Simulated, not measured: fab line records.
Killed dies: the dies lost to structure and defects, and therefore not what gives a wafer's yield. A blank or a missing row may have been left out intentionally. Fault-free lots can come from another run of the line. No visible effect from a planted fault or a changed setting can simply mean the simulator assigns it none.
Lot-split experiment | flow berkeley-cmos170 | 5 lots, 23 wafers read, on a route of 331 steps

## ON THE SPLIT
At UCB170_PLDD_IMPLANT_09, the setting energy-kev was moved away from the recipe's 10 on 11 of the 23 wafers read, by -2.9% to +5.9%. All remaining wafers had this setting at the recipe value.

The reading is taken at the split's own step.

## THE READING
In nm, at UCB170_PLDD_IMPLANT_09: implant.drp-nm, which is the simulator's own figure and was read by no gauge. The file gives no usual value for it.

wafer  | tool, chamber at the split | energy-kev as run | against the recipe | implant.drp-nm, nm | against lot-mates on the recipe
L074.1 | implanter-03, 0            | 10                | recipe             | 6.005              | -
L074.3 | implanter-03, 0            | 10                | recipe             | 6.005              | -
L074.2 | implanter-03, 0            | 10.45             | +4.5%              | 6.191              | +0.186
L074.5 | implanter-03, 0            | 10.45             | +4.5%              | 6.191              | +0.186
L074.6 | implanter-03, 0            | 10.45             | +4.5%              | 6.191              | +0.186
L077.1 | implanter-01, 0            | 10.19             | +1.9%              | 6.084              | +0.079
L077.2 | implanter-01, 0            | 10.19             | +1.9%              | 6.084              | +0.079
L077.4 | implanter-01, 0            | 10.19             | +1.9%              | 6.084              | +0.079
L077.3 | implanter-01, 0            | 10                | recipe             | 6.005              | -
L077.5 | implanter-01, 0            | 10                | recipe             | 6.005              | -
L079.1 | implanter-04, 0            | 10                | recipe             | 6.005              | -
L079.3 | implanter-04, 0            | 10                | recipe             | 6.005              | -
L079.6 | implanter-04, 0            | 10                | recipe             | 6.005              | -
L082.1 | implanter-04, 0            | 9.71              | -2.9%              | 5.883              | -0.122
L082.4 | implanter-04, 0            | 9.71              | -2.9%              | 5.883              | -0.122
L082.5 | implanter-04, 0            | 9.71              | -2.9%              | 5.883              | -0.122
L082.2 | implanter-04, 0            | 10                | recipe             | 6.005              | -
L082.3 | implanter-04, 0            | 10                | recipe             | 6.005              | -
L085.1 | implanter-04, 0            | 10                | recipe             | 6.005              | -
L085.4 | implanter-04, 0            | 10                | recipe             | 6.005              | -
L085.5 | implanter-04, 0            | 10                | recipe             | 6.005              | -
L085.2 | implanter-04, 0            | 10.59             | +5.9%              | 6.248              | +0.243
L085.3 | implanter-04, 0            | 10.59             | +5.9%              | 6.248              | +0.243

THE FIT
A straight line over all 23 wafers: implant.drp-nm changes by +0.0415 nm for each +1% of energy-kev; r = +1.00; the points scatter about the line by 0.00075 nm.
The same after taking each lot's own level away (the mean of its wafers on the recipe; 23 wafers): +0.0415 nm for each +1%; r = +1.00; scatter 0.00075 nm.
Per that fit: largest energy-kev move, reading shift of 0.24 nm.
The lots' own levels span 6.0050 to 6.0050 nm.
The two slopes are in agreement: the lot-to-lot level therefore moves the slope only a little.
Check: with one of the wafers moved furthest among these (+5.9%) left out of the fit, the line predicts +0.244 nm for it against its lot-mates. Against them it came out at +0.243 nm.

## FURTHER SPLITS ON THESE WAFERS
Note: prior to the reading, these wafers also went through further splits. Each is held against what the fit with the lots' levels taken away leaves over:
other split on the same wafers         | wafers away from the commonest value | r with implant.drp-nm (lot level and that fit taken away)
UCB170_START_OXIDATION_02 ox-time-s    | 10                                   | -0.23
UCB170_NWELL_COAT_07 spin-rpm          | 10                                   | -0.22
UCB170_NWELL_IMPLANT_14 dose-cm2       | 7                                    | +0.03
UCB170_ACTIVE_CVD_05 sih2cl2-flow-sccm | 15                                   | +0.03
UCB170_PFIELD_IMPLANT_07 energy-kev    | 8                                    | -0.02
UCB170_GATE_COAT_07 resist-thk-nm      | 6                                    | +0.07

## THE WHOLE CHAIN: every reading that the file lists as answering this split, in the file's order
step                   | what it does | reading                                                         | change (the file's fit)                | r (the file's)
UCB170_PLDD_IMPLANT_09 |              | implant.rp-nm (the simulator's own value, which no gauge read)  | +0.0747 nm for each +1% of the setting | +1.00
UCB170_PLDD_IMPLANT_09 |              | implant.drp-nm (the simulator's own value, which no gauge read) | +0.0414 nm for each +1% of the setting | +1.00

## THE FILE'S OWN FIT
implant.drp-nm changes by +0.0414 nm for each +1% of energy-kev, r = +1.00.
